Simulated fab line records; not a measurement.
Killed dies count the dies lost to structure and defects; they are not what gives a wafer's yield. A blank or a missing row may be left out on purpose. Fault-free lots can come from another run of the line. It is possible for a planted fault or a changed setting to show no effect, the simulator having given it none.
Chamber matching	flow berkeley_cmos170	UCB170_M2_ETCH_17 on rie_diel-04: 4 sister chambers
The step etches BARC in N2/H2. 4 wafers are shown with their chamber, then 10 later ones without.

WAFERS PAIRED WITH THEIR CHAMBERS
wafer	chamber	drypump_motor_current_A (A)
L091.5	0	5.4
L091.6	3	4.8
L093.1	1	6.1
L093.2	2	5.7

WAFERS WHOSE CHAMBER IS MISSING
wafer	drypump_motor_current_A (A)
L093.3	5.5
L094.3	6.1
L094.5	4.8
L094.6	5.7
L096.3	5.7
L096.4	5.5
L096.5	5.5
L097.2	4.8
L097.4	5.7
L097.6	5.7

CHAMBER TAKEN BY EACH
wafer	from the rows above	in truth
L093.3	can't be placed: 0 or 2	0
L094.3	1	1
L094.5	3	3
L094.6	2	2
L096.3	2	2
L096.4	can't be placed: 0 or 2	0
L096.5	can't be placed: 0 or 2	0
L097.2	3	3
L097.4	2	2
L097.6	2	2
7 of 10 placed correctly. Cannot be placed on the basis of these rows: 3; the candidates contain the true chamber in 3. 0 placed wrongly.
How it was worked out, from the rows above alone: a wafer's distance from a chamber is the root of the sum, over the readings, of the square of ((its reading less the chamber's mean) divided by the reading's scatter). The wafer belongs to the nearest chamber; if the next one is less than 2 further off, it can't be placed. For every chamber, the mean is computed from those of its wafers that are shown. The scatter: with one shown wafer a chamber, the root of the mean of the squares of how far each hidden wafer lies from its nearest shown one.
